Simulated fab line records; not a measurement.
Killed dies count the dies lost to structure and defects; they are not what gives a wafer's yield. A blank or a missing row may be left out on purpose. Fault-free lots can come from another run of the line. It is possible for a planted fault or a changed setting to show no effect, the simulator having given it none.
fab line records ; flow ritCmos
record: lots: 7; wafers: 21; lastDay: 8
route steps=202 shown PLDD@116 SPACER@125 M1@202
lots untouched by any fault: they come from a run of this same line in which no faults occurred
startH: hours from the record's first day to the start of the lot's first wafer shown ; waitH: hours from the lot's prior step to this one ; " unchanged from the row above ; L1.1+2: several wafers, shown together as one row ; - value missing, or start not given ; * or withheld: withheld ; < > ~ a bound
route shown NAME@n: names a module that has steps shown in the file, with the first one's number in the route ; usual: mean/standard deviation of fault-free wafers ; same: alike in all rows ; chamber/n: place in a boat ; sites: each site's reading ; _std_site: the values' standard deviation ; _edge_site: mean of outer sites minus mean of inner sites ; radiusMm: how far each site lies from the wafer's centre ; mask NAME#n: copy n ; behind: tool/chamber where the wafer was last shaped ; hold: the reason the lot was held/the length of the hold in hours/how it ended ; device: transistor that didn't switch, given as n, p or np ; end of line: tests run on the same wafers once the route is complete ; a step with no rows: only its recipe ; killed: the dies lost at the first sort to structure and to defects; this is not the yield of the wafer ; map: dies across one wafer; x = killed, . = not, _ = none there
set.NAME: the setting that was run; set.NAME@STEP: the one run at that earlier step ; model.NAME: the simulator's own value behind a step, which no gauge read
certain route steps with their lots: each step a table, each wafer a row
services: from which hour (startH, from the record's first day; less than 0 if before it) a tool's chamber was out of use, for how many hours, and why
== steps ==
step: RIT_PLDD_SOFTBAKE_02
recipe: resist: NOVOLAK; tempC: 90; timeS: 60
step: RIT_PLDD_EXPOSE_03
recipe: maskId: M8; na: 0.57; targetCdNm: 40900; doseMj: 250
step: RIT_PLDD_PEB_04
recipe: resist: NOVOLAK; tempC: withheld; timeS: withheld
step: RIT_PLDD_DEVELOP_05
recipe: resist: NOVOLAK; developTimeS: 50; devTempC: 23
step: RIT_PLDD_OVL_MEAS_06
usual: PLDD_OVL: -0.4/1.4
lot.wafer;tool;chamber;startH;waitH;PLDD_OVL[nm]
L752.2;overlay-01;-;68.39;-;-2.8
L752.3;overlay-01;-;68.39;-;-0.8
L752.4;overlay-01;-;68.39;-;-1.0
L754.1;overlay-01;-;79.69;-;-2.3
L754.2;overlay-01;-;79.69;-;-1.4
L754.4;overlay-01;-;79.69;-;-2.7
L756.1;overlay-02;-;90.39;-;-0.1
L756.3;overlay-02;-;90.39;-;0.7
L756.5;overlay-02;-;90.39;-;0.7
L757.2;overlay-01;-;94.79;-;-0.7
L757.4;overlay-01;-;94.79;-;-0.5
L757.5;overlay-01;-;94.79;-;1.1
L763.2;overlay-01;-;139.90;-;-0.8
L763.3;overlay-01;-;139.90;-;0.5
L763.5;overlay-01;-;139.90;-;-1.3
L766.2;overlay-02;-;157.95;-;0.4
L766.3;overlay-02;-;157.95;-;0.4
L766.5;overlay-02;-;157.95;-;2.2
L768.1;overlay-01;-;165.49;-;0.5
L768.4;overlay-01;-;165.49;-;0.9
L768.5;overlay-01;-;165.49;-;-0.9
step: RIT_PLDD_HARDBAKE_07
recipe: resist: NOVOLAK; tempC: 140; timeS: 60
step: RIT_PLDD_IMPLANT_08
recipe: species: BF2; energyKev: 20; doseCm2: 9e+14; tiltDeg: 7
step: RIT_PLDD_STRIP_09
recipe: chemistry: O2; timeS: 180; resist: NOVOLAK; platenTempC: withheld; powerW: 500; pressureMtorr: 4000; o2FlowSccm: 4000
usual: drypumpMotorCurrentA: 5.9/0.47
lot.wafer;tool;chamber;startH;waitH;drypumpMotorCurrentA;rfHoursCounterH
L752.2;plasmaAsher-02;1;68.72;0.1;5.5;41
L752.3;plasmaAsher-02;0;68.72;0.1;5.9;-
L752.4;plasmaAsher-02;1;68.72;0.1;5.5;-
L754.1;plasmaAsher-04;0;80.02;0.1;5.8;44
L754.2;plasmaAsher-04;1;80.02;0.1;5.4;44
L754.4;plasmaAsher-04;0;80.02;0.1;5.8;-
L756.1;plasmaAsher-03;0;90.73;0.1;6.0;45
L756.3;plasmaAsher-03;1;90.73;0.1;6.8;-
L756.5;plasmaAsher-03;0;90.73;0.1;6.0;-
L757.2;plasmaAsher-03;1;95.12;0.1;6.8;45
L757.4;plasmaAsher-03;1;95.12;0.1;6.8;-
L757.5;plasmaAsher-03;0;95.12;0.1;6.0;-
L763.2;plasmaAsher-04;0;140.23;0.1;5.8;50
L763.3;plasmaAsher-04;1;140.23;0.1;5.4;-
L763.5;plasmaAsher-04;1;140.23;0.1;5.4;-
L766.2;plasmaAsher-03;1;158.28;0.1;6.8;51
L766.3;plasmaAsher-03;1;158.28;0.1;6.8;-
L766.5;plasmaAsher-03;1;158.28;0.1;6.8;-
L768.1;plasmaAsher-03;1;165.83;0.1;6.8;52
L768.4;plasmaAsher-03;1;165.83;0.1;6.8;-
L768.5;plasmaAsher-03;1;165.83;0.1;6.8;-
step: RIT_PLDD_TW_MEAS_10
usual: PLDD_TW: 2366/25
lot.wafer;tool;chamber;startH;waitH;PLDD_TW
L752.2;filmMetro-02;-;68.91;0.1;2346
L752.3;filmMetro-02;-;68.91;0.1;2349
L752.4;filmMetro-02;-;68.91;0.1;2372
L754.1;filmMetro-01;-;80.20;0.1;2367
L754.2;filmMetro-01;-;80.20;0.1;2364
L754.4;filmMetro-01;-;80.20;0.1;2355
L756.1;filmMetro-02;-;90.90;0.1;2358
L756.3;filmMetro-02;-;90.90;0.1;2354
L756.5;filmMetro-02;-;90.90;0.1;2363
L757.2;filmMetro-03;-;95.30;0.1;2402
L757.4;filmMetro-03;-;95.30;0.1;2395
L757.5;filmMetro-03;-;95.30;0.1;2405
L763.2;filmMetro-02;-;140.41;0.1;2344
L763.3;filmMetro-02;-;140.41;0.1;2339
L763.5;filmMetro-02;-;140.41;0.1;2351
L766.2;filmMetro-01;-;158.46;0.1;2345
L766.3;filmMetro-01;-;158.46;0.1;2336
L766.5;filmMetro-01;-;158.46;0.1;2342
L768.1;filmMetro-02;-;166.00;0.1;2349
L768.4;filmMetro-02;-;166.00;0.1;2353
L768.5;filmMetro-02;-;166.00;0.1;2359
step: RIT_SPACER_CLEAN_00
recipe: chemistry: SC1; mix: 3:3:50; timeS: 600; tempC: 75
step: RIT_SPACER_CLEAN_01
recipe: chemistry: dHF; dilution: 50:1; timeS: 30
step: RIT_SPACER_CLEAN_02
recipe: chemistry: SC2; mix: 3:3:50; timeS: 600; tempC: 75; dry: n2Spin
step: RIT_SPACER_CVD_03
recipe: material: Si3N4; targetThkNm: 250; tempC: 810; precursor: SiH2Cl2/NH3; timeS: 3300; pressureMtorr: 300; sih2cl2FlowSccm: 60; nh3FlowSccm: 150
usual: spikeTcLoadC: 830.4/2.8
lot.wafer;tool;chamber;startH;waitH;spikeTcLoadC
L752.2;lpcvd-02;1;69.33;0.0;828.4
L752.3;lpcvd-02;1;69.33;0.0;827.9
L752.4;lpcvd-02;1;69.33;0.0;828.1
L754.1;lpcvd-01;1;81.04;0.0;832.8
L754.2;lpcvd-01;1;81.04;0.0;834.3
L754.4;lpcvd-01;1;81.04;0.0;834.3
L756.1;lpcvd-02;0;91.33;0.0;830.3
L756.3;lpcvd-02;0;91.33;0.0;831.3
L756.5;lpcvd-02;0;91.33;0.0;832.8
L757.2;lpcvd-02;0;95.74;0.0;832.1
L757.4;lpcvd-02;0;95.74;0.0;831.9
L757.5;lpcvd-02;0;95.74;0.0;830.2
L763.2;lpcvd-01;1;140.83;0.0;834.9
L763.3;lpcvd-01;1;140.83;0.0;834.9
L763.5;lpcvd-01;1;140.83;0.0;834.1
L763.2;lpcvd-02;1;143.48;0.7;826.3
L763.3;lpcvd-02;1;143.48;0.7;826.6
L763.5;lpcvd-02;1;143.48;0.7;827.0
L766.2;lpcvd-01;0;158.96;0.0;830.0
L766.3;lpcvd-01;0;158.96;0.0;830.1
L766.5;lpcvd-01;0;158.96;0.0;828.8
L766.2;lpcvd-01;0;161.04;0.2;828.0
L766.3;lpcvd-01;0;161.04;0.2;831.0
L766.5;lpcvd-01;0;161.04;0.2;830.0
L768.1;lpcvd-02;1;166.43;0.0;827.4
L768.4;lpcvd-02;1;166.43;0.0;825.1
L768.5;lpcvd-02;1;166.43;0.0;829.6
L768.1;lpcvd-02;1;168.51;0.2;827.8
L768.4;lpcvd-02;1;168.51;0.2;825.5
L768.5;lpcvd-02;1;168.51;0.2;825.6
step: RIT_SPACER_THK_MEAS_04
recipe: reads: Si3N4_of_SPACER_CVD_03
usual: SPACER_NITRIDE_THK: 250.0/2.8
lot.wafer;tool;chamber;startH;waitH;SPACER_NITRIDE_THK[nm]
L752.2;filmMetro-02;-;71.25;0.0;248.5
L752.3;filmMetro-02;-;71.25;0.0;247.4
L752.4;filmMetro-02;-;71.25;0.0;251.2
L754.1;filmMetro-04;-;82.96;0.0;252.2
L754.2;filmMetro-04;-;82.96;0.0;253.6
L754.4;filmMetro-04;-;82.96;0.0;253.7
L756.1;filmMetro-04;-;93.25;0.0;250.0
L756.3;filmMetro-04;-;93.25;0.0;252.4
L756.5;filmMetro-04;-;93.25;0.0;253.6
L757.2;filmMetro-04;-;97.66;0.0;250.2
L757.4;filmMetro-04;-;97.66;0.0;252.8
L757.5;filmMetro-04;-;97.66;0.0;251.3
L763.2;filmMetro-04;-;145.41;0.0;498.6
L763.3;filmMetro-04;-;145.41;0.0;495.9
L763.5;filmMetro-04;-;145.41;0.0;499.1
L766.2;filmMetro-01;-;162.97;0.0;498.1
L766.3;filmMetro-01;-;162.97;0.0;500.1
L766.5;filmMetro-01;-;162.97;0.0;497.1
L768.1;filmMetro-01;-;170.43;0.0;505.0
L768.4;filmMetro-01;-;170.43;0.0;503.7
L768.5;filmMetro-01;-;170.43;0.0;503.4
step: RIT_SPACER_ETCHBACK_05
recipe: targetDepthA: 2500; SF6_flow_sccm: 30; CHF3_flow_sccm: 30; target: Si3N4; chemistry: SF6/CHF3; pressureMtorr: 40; rfW: 250; timeS: 240; stopOn: SiO2
usual: drypumpMotorCurrentA: 5.9/0.45; oesProductAu: 0.845/0.018; throttleValvePct: 10.26/0.15
lot.wafer;tool;chamber;startH;waitH;drypumpMotorCurrentA;oesProductAu;rfHoursCounterH;throttleValvePct;model.Si3N4_of_SPACER_CVD_03.thkNm;model.etch.depthNm
L752.2;rieDiel-04;3;71.30;0.0;6.8;0.833;5;10.23;195.3;248.3
L752.3;rieDiel-04;1;71.30;0.0;5.7;0.816;159;10.20;193.6;247.5
L752.4;rieDiel-04;2;71.30;0.0;5.5;0.869;5;10.50;197.1;251.3
L754.1;rieDiel-04;0;83.02;0.1;6.3;0.846;8;10.37;196.5;252.3
L754.2;rieDiel-04;2;83.02;0.1;5.5;0.876;6;10.50;198.5;253.6
L754.4;rieDiel-04;3;83.02;0.1;6.8;0.846;6;10.21;199.3;253.6
L756.1;rieDiel-04;0;93.31;0.1;6.2;0.854;8;10.37;194.2;249.9
L756.3;rieDiel-04;2;93.31;0.1;5.5;0.875;6;10.48;197.8;252.5
L756.5;rieDiel-04;2;93.31;0.1;5.5;0.877;-;10.48;198.3;253.6
L757.2;rieDiel-02;1;97.71;0.0;5.7;0.844;68;10.39;198.6;250.1
L757.4;rieDiel-02;3;97.71;0.0;5.5;0.833;82;10.17;202.3;252.7
L757.5;rieDiel-02;0;97.71;0.0;5.8;0.839;-;10.51;197.2;251.3
L763.2;rieDiel-04;3;145.46;0.0;6.8;0.985;7;10.27;392.5;307.2
L763.3;rieDiel-04;0;145.46;0.0;6.2;1.018;9;10.45;386;319.8
L763.5;rieDiel-04;1;145.46;0.0;5.7;0.947;-;10.26;394;305
L766.2;rieDiel-03;1;163.02;0.0;5.8;0.984;99;10.42;394.8;299.9
L766.3;rieDiel-03;0;163.02;0.0;5.5;0.952;88;10.04;396;300.7
L766.5;rieDiel-03;2;163.02;0.0;5.6;1.009;-;10.22;389;314.9
L768.1;rieDiel-03;2;170.49;0.1;5.6;1.009;44;10.22;395.4;314.2
L768.4;rieDiel-03;1;170.49;0.1;5.8;0.981;99;10.42;398.9;301.1
L768.5;rieDiel-03;3;170.49;0.1;5.5;1.025;-;10.17;394.3;312.2
step: RIT_M1_PROBE_99
usual: killedAtContacts: 0.1/0.3; killedAtFrontEnd: 7/3.1; killedDies: 7/3.1; killedOnRim: 1.9/1.5; killedOpen: 3.8/2.3; killedShort: 3.2/1.9
same: grossDies: 264; killed_at_M0_to_M3: 0; killed_at_M4_up: 0; killedAtBackSide: 0; killedAtOther: 0
lot.wafer;tool;chamber;startH;waitH;killedAtContacts;killedAtFrontEnd;killedDies;killedOnRim;killedOpen;killedShort
L752.2;prober-01;-;82.81;0.1;0;6;6;0;4;2
L752.3;prober-01;-;82.86;0.2;1;2;3;1;2;1
L752.4;prober-01;-;82.91;0.2;0;5;5;2;3;2
L754.1;prober-01;-;94.47;0.1;2;3;5;1;2;3
L754.2;prober-01;-;94.52;0.1;0;9;9;1;5;4
L754.4;prober-01;-;94.62;0.2;0;3;3;0;0;3
L756.1;prober-01;-;104.22;0.1;0;6;6;1;2;4
L756.3;prober-01;-;104.32;0.2;0;1;1;0;0;1
L756.5;prober-01;-;104.42;0.2;0;9;9;2;3;6
L763.2;prober-01;-;157.79;0.1;0;264;264;70;6;1
L763.3;prober-01;-;157.84;0.2;0;264;264;70;13;2
L763.5;prober-01;-;157.94;0.2;0;264;264;70;7;3
L766.2;prober-02;-;180.44;0.1;0;264;264;70;5;2
L766.3;prober-02;-;180.49;0.2;0;264;264;70;3;2
L766.5;prober-02;-;180.59;0.2;0;264;264;70;6;1
L768.1;prober-02;-;183.64;0.1;0;264;264;70;2;2
L768.4;prober-02;-;183.79;0.2;0;264;264;70;2;8
L768.5;prober-02;-;183.84;0.2;0;264;264;70;1;3
killed by level:class
L752.2 GATE:geometricParticle:open=2 FOX1:geometricParticle:open=1 GATE:geometricParticle:short=1 REOX:geometricParticle:short=1 SPACER:geometricParticle:open=1
L752.3 GATE:geometricParticle:open=1 REOX:geometricParticle:short=1 CONTACT:geometricParticle:open=1
L752.4 ACTIVE:geometricParticle:open=1 GATE:geometricParticle:open=1 GATE:geometricParticle:short=1 SPACER:geometricParticle:open=1 SPACER:geometricParticle:short=1
L754.1 REOX:geometricParticle:open=1 REOX:geometricParticle:short=1 SPACER:geometricParticle:short=1 CONTACT:geometricParticle:open=1 CONTACT:geometricParticle:short=1
L754.2 GATE:geometricParticle:short=2 GATE:geometricParticle:open=2 FOX1:geometricParticle:open=1 FOX2:geometricParticle:short=1 FOX2:geometricParticle:open=1 SILICIDE:geometricParticle:open=1 SILICIDE:geometricParticle:short=1
L754.4 SILICIDE:geometricParticle:short=2 FOX1:geometricParticle:short=1
L756.1 GATE:geometricParticle:short=4 FOX1:geometricParticle:open=1 GATE:geometricParticle:open=1
L756.3 GATE:geometricParticle:short=1
L756.5 SILICIDE:geometricParticle:short=3 GATE:geometricParticle:short=2 GATE:geometricParticle:open=2 SPACER:geometricParticle:short=1 SILICIDE:geometricParticle:open=1
L763.2 SPACER:areaEtchback=257 FOX2:geometricParticle:open=3 FOX1:geometricParticle:short=1 FOX1:geometricParticle:open=1 GATE:geometricParticle:open=1 SPACER:geometricParticle:open=1
L763.3 SPACER:areaEtchback=249 FOX1:geometricParticle:open=4 SPACER:geometricParticle:open=4 FOX2:geometricParticle:open=2 REOX:geometricParticle:open=2 SILICIDE:geometricParticle:short=2 GATE:geometricParticle:open=1
L763.5 SPACER:areaEtchback=254 FOX1:geometricParticle:open=2 FOX2:geometricParticle:short=2 GATE:geometricParticle:open=2 SILICIDE:geometricParticle:open=2 SPACER:geometricParticle:open=1 SILICIDE:geometricParticle:short=1
L766.2 SPACER:areaEtchback=257 GATE:geometricParticle:open=2 REOX:geometricParticle:open=2 FOX1:geometricParticle:short=1 GATE:geometricParticle:short=1 SPACER:geometricParticle:open=1
L766.3 SPACER:areaEtchback=259 SPACER:geometricParticle:open=2 GATE:geometricParticle:open=1 GATE:geometricParticle:short=1 SPACER:geometricParticle:short=1
L766.5 SPACER:areaEtchback=257 SPACER:geometricParticle:open=4 GATE:geometricParticle:open=1 GATE:geometricParticle:short=1 REOX:geometricParticle:open=1
L768.1 SPACER:areaEtchback=260 FOX2:geometricParticle:short=1 GATE:geometricParticle:open=1 SPACER:geometricParticle:short=1 SILICIDE:geometricParticle:open=1
L768.4 SPACER:areaEtchback=254 GATE:geometricParticle:short=5 FOX1:geometricParticle:short=2 GATE:geometricParticle:open=2 SPACER:geometricParticle:short=1
L768.5 SPACER:areaEtchback=260 SILICIDE:geometricParticle:short=2 GATE:geometricParticle:open=1 REOX:geometricParticle:short=1
map L763.2 (x killed, . not)
________xxxxxxx_______
_____xxxxxxxxxxxxx____
____xxxxxxxxxxxxxxx___
___xxxxxxxxxxxxxxxxx__
__xxxxxxxxxxxxxxxxxxx_
__xxxxxxxxxxxxxxxxxxx_
_xxxxxxxxxxxxxxxxxxxxx
_xxxxxxxxxxxxxxxxxxxxx
_xxxxxxxxxxxxxxxxxxxxx
_xxxxxxxxxxxxxxxxxxxxx
__xxxxxxxxxxxxxxxxxxx_
__xxxxxxxxxxxxxxxxxxx_
___xxxxxxxxxxxxxxxxx__
____xxxxxxxxxxxxxxx___
_____xxxxxxxxxxxxx____
________xxxxxxx_______
map L766.2 (x killed, . not)
________xxxxxxx_______
_____xxxxxxxxxxxxx____
____xxxxxxxxxxxxxxx___
___xxxxxxxxxxxxxxxxx__
__xxxxxxxxxxxxxxxxxxx_
__xxxxxxxxxxxxxxxxxxx_
_xxxxxxxxxxxxxxxxxxxxx
_xxxxxxxxxxxxxxxxxxxxx
_xxxxxxxxxxxxxxxxxxxxx
_xxxxxxxxxxxxxxxxxxxxx
__xxxxxxxxxxxxxxxxxxx_
__xxxxxxxxxxxxxxxxxxx_
___xxxxxxxxxxxxxxxxx__
____xxxxxxxxxxxxxxx___
_____xxxxxxxxxxxxx____
________xxxxxxx_______
== services ==
tool;chamber;startH;hours;kind
plasmaAsher-02;-;74.68;1.6;repair
rieDiel-03;2;97.27;7.3;repair
rieDiel-04;1;107.48;-;clean
rieDiel-04;1;107.48;25.6;scheduledDown
rieDiel-04;1;107.48;25.6;ventCycle
plasmaAsher-02;-;108.75;9.0;pm
plasmaAsher-02;0;108.75;9.0;ventCycle
plasmaAsher-02;1;108.75;9.0;ventCycle
plasmaAsher-02;0;117.75;-;clean
plasmaAsher-02;1;117.75;-;clean
rieDiel-04;2;144.64;3.8;repair
lpcvd-02;-;146.94;6.0;pm
rieDiel-04;-;148.14;0.9;repair
rieDiel-04;3;157.77;2.6;repair
== key ==
firstSign: step: RIT_SPACER_CVD_03; reading: visit; direction: added
effect: step: RIT_SPACER_THK_MEAS_04; reading: SPACER_NITRIDE_THK; direction: up; sigmas: 88; usual: 250.0; struck: 500.1
effect: step: RIT_SPACER_ETCHBACK_05; reading: oesProductAu; direction: up; sigmas: 8.1; usual: 0.845; struck: 0.990
effect: step: RIT_M1_PROBE_99; reading: killedDies; direction: up; sigmas: 84; usual: 7; struck: 264
modelEffect: step: RIT_SPACER_ETCHBACK_05; value: Si3N4_of_SPACER_CVD_03.thkNm; without: 196.9; struck: 393.4
moreKillsBornAt: RIT_SPACER_ETCHBACK_05@rieDiel-03: 1547; RIT_SPACER_ETCHBACK_05@rieDiel-04: 760
metAt RIT_SPACER_CVD_03
struckWafers L763.2,L763.3,L763.5,L766.2,L766.3,L766.5,L768.1,L768.4,L768.5
laterRowsLeftOut L763.2,L763.3,L763.5,L766.2,L766.3,L766.5,L768.1,L768.4,L768.5
testerLeftOut L763,L766,L768
fault: kind: repeatedStepWhole; tool: lpcvd-01,lpcvd-02; chamber: -; onsetH: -; steps: RIT_SPACER_CVD_03; times: 1; scope: struckLotsOnly
testerLeftOut: of these lots the tester's yield and bins aren't shown, on N5 and GAA mostly nor the transistor test; their killed dies are dies lost to structure and defects alone, not to doping, threshold or leakage, so they don't give the yield
laterRowsLeftOut: the simulator's readings of these wafers behind a module that went badly wrong aren't trusted and aren't shown, but for the sort
